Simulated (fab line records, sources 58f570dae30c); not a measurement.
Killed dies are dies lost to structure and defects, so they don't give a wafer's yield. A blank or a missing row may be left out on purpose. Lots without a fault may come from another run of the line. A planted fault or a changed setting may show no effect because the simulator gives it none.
Which tool did it? | flow berkeley_cmos170 | 14 lots, 42 wafers sampled, at 2 steps of a route of 331

WHAT THE GAUGES READ, wafer by wafer
UCB170_V1_THK_MEAS_01.
lot  | measured     | on            | V1_TEOS_THK (nm)
L924 | day 7 05:11  | film_metro-03 | 1961 2006 2026
L930 | day 8 05:41  | film_metro-03 | 1979 2025 2013
L929 | day 8 05:40  | film_metro-04 | 1955 2005 2033
L931 | day 8 05:41  | film_metro-02 | 2029 1996 2009
L925 | day 8 14:29  | film_metro-04 | 1965 2021 1993
L933 | day 8 21:59  | film_metro-03 | 1987 1965 1988
L932 | day 8 21:58  | film_metro-04 | 1976 2017 2028
L938 | day 10 00:09 | film_metro-02 | 2014 2041 2082
L939 | day 10 08:08 | film_metro-04 | 2020 1967 2033
L940 | day 10 08:08 | film_metro-03 | 1963 1950 1981
L941 | day 11 01:52 | film_metro-02 | 1952 1976 1998
L942 | day 11 01:52 | film_metro-03 | 1987 2019 2011
L946 | day 11 08:05 | film_metro-02 | 1985 1929 1997
L947 | day 11 12:39 | film_metro-02 | 1992 1978 1990

WHICH TOOL RAN EACH LOT (tool, then ch and the chambers of the sampled wafers, then the start)
lot  | UCB170_M1_PEB_07
L924 | litho_track-04 ch 0, day 7 00:38
L930 | litho_track-04 ch 0, day 8 00:08
L929 | litho_track-01 ch 0, day 8 00:42
L931 | litho_track-03 ch 0, day 8 02:04
L925 | litho_track-01 ch 0, day 8 08:45
L933 | litho_track-01 ch 0, day 8 17:19
L932 | litho_track-01 ch 0, day 8 18:01
L938 | litho_track-01 ch 0, day 9 18:29
L939 | litho_track-04 ch 0, day 10 01:56
L940 | litho_track-01 ch 0, day 10 02:17
L941 | litho_track-01 ch 0, day 10 20:29
L942 | litho_track-04 ch 0, day 10 20:50
L946 | litho_track-03 ch 0, day 11 03:15
L947 | litho_track-03 ch 0, day 11 09:23
- UCB170_M1_PEB_07

WHAT THE TOOLS THEMSELVES READ (means of the sampled wafers that have a number; where no wafer has one, the mark that the record gives instead)
UCB170_M1_PEB_07.
lot  | tool           | heater_power_total_W (W) | plate_sensor_t_centre_C (C) | plate_sensor_t_edge_C (C)
L924 | litho_track-04 | 56.82                    | 131.41                      | 131.53
L930 | litho_track-04 | 56.77                    | 131.41                      | 131.53
L929 | litho_track-01 | 56.78                    | 131.40                      | 131.53
L931 | litho_track-03 | 56.80                    | 131.42                      | 131.54
L925 | litho_track-01 | 56.80                    | 131.41                      | 131.53
L933 | litho_track-01 | 56.79                    | 131.40                      | 131.53
L932 | litho_track-01 | 56.76                    | 131.41                      | 131.54
L938 | litho_track-01 | 56.82                    | 131.42                      | 131.54
L939 | litho_track-04 | 56.77                    | 131.42                      | 131.54
L940 | litho_track-01 | 56.82                    | 131.41                      | 131.53
L941 | litho_track-01 | 56.78                    | 131.41                      | 131.53
L942 | litho_track-04 | 56.79                    | 131.41                      | 131.53
L946 | litho_track-03 | 56.86                    | 131.42                      | 131.53
L947 | litho_track-03 | 56.75                    | 131.40                      | 131.53

THE ANSWER, worked out from the rows above alone
Rule: what is usual is taken from the lots themselves. Put in order of their means at a reading, lots are off if they are a third of the lots or fewer, leave a main group of 4 or more, and stand apart from it by a gap of 3 or more times the standard deviation of the main group's means; of several such gaps the widest counts. A main group whose means are all the same, to the digits that the tables above print for the reading, isn't used. A lot without any number at a reading at which 4 lots or more have one is off too. The other lots that the step has rows for count as sound. The gauges are gone through in route order, then the tools' own readings, and for those a lot's mean is taken as printed above. The first step at which some lot is off is used, and at that step the reading that is off furthest; a lot without a number counts as furthest.
No lot is off at any reading shown: from this, nothing can be told.

WHAT THE SIMULATOR HAD PUT IN
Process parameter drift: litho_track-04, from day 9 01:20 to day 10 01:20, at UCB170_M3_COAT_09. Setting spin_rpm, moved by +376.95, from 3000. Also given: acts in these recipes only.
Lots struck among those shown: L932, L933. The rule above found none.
